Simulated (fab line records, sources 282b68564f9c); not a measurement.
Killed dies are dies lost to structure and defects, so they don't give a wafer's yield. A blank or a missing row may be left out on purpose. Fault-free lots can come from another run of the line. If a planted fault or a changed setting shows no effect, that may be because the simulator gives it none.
8D (eight disciplines) problem report, filled in by code    flow rit cmos    the parts of the form that need people (team, actions taken, sign-off) are left out

1. WHAT WENT WRONG
rf fwd power W at RIT_SPACER_ETCHBACK_05 reads a mean of 348.8 W on 3 wafers of 2 lots; wafers without a fault read 249.2 W with a standard deviation of 0.78. So: +99 or more standard deviations from the usual mean.
The step: etches Si3N4 in SF6/CHF3, stops on SiO2, target depth 250 nm, time 240 s.
Seen first at day 6 20:14 on rie diel-01, wafer L459.2. At this step, 42 wafers from 14 lots have a number in the record. Rule for "out", or "out of limits": more than 4 standard deviations from the usual mean. All remaining wafers that have a number are taken as sound.

2. WHAT THIS IS AND IS NOT
question                     is                      is not
which readings at this step  rf fwd power W          drypump motor current A, oes product au, throttle valve pct
which lots                   L459, L462              L441, L442, L443, L444, L445, L447, L449, L450, L453, L456, L458, L464
which wafers of those lots   L459.2, L459.6, L462.3  L459.1, L462.1, L462.4
read on which tools          rie diel-01             rie diel-02, rie diel-04
when                         from day 6 20:14        up to then (34 sound wafers); but 5 sound wafers of L462, L464 came after

3. SUSPECTS, AND WHAT RULES EACH OUT
Counting: if a tool at a process step up to the reading ran every lot that is out, it stays a suspect. Sound lots after the first of them don't rule it out here, since some wafers of a struck lot are sound.
- plasma asher-02 at RIT_GATE_STRIP_20 (strips in O2, time 180 s): kept. It ran every lot that is out, first L459 (day 6 10:32); its last sound lot up to then is L453 (day 5 02:28).
- rie diel-01 at RIT_SPACER_ETCHBACK_05 (etches Si3N4 in SF6/CHF3, stops on SiO2, target depth 250 nm, time 240 s): kept. It ran every lot that is out, first L459 (day 6 20:14); its last sound lot up to then is L453 (day 5 12:10). On those wafers its own readings are out: rf fwd power W.
- rie diel-01, RIT_SPACER_ETCHBACK_05: wafers that are out in chamber 3, sound lot-mates in chambers 0, 2.
Remaining after the count are plasma asher-02 at RIT_GATE_STRIP_20 and rie diel-01 at RIT_SPACER_ETCHBACK_05.

4. THE CAUSE (what the simulator had put in)
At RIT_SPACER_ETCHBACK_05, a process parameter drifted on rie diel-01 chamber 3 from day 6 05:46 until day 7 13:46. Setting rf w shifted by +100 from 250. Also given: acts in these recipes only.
Of the 2 suspects that counting leaves, this tool is one.

5. SEQUENCE OF EFFECTS, ordered by route
One row per reading whose mean, taken over the struck wafers that have a number, lies over 3 standard deviations from the usual. Scope: only readings with a usual standard deviation given in the record; hours: median across lots of the time from each lot's start at the first step in this table that gives one to its start at this step; sigmas: change in usual standard deviations.
hours  step                    reading         usual    on struck wafers  change  sigmas
0      RIT_SPACER_ETCHBACK_05  rf fwd power W  249.2 W  348.8             +99.6   +99 or more
Here are the process steps it includes:
- RIT_SPACER_ETCHBACK_05: etches Si3N4 in SF6/CHF3, stops on SiO2, target depth 250 nm, time 240 s.
Later steps that measure or inspect, where all struck wafers having a row at the step show a number for every such reading and not one has moved that far: RIT_NSD_OVL_MEAS_06, RIT_SDANNEAL_RS_MEAS_07.

6. WHAT WOULD HAVE CAUGHT IT SOONER
In this record no reading fell out of limits until day 6 20:14, 14 hours after the fault had begun at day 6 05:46.
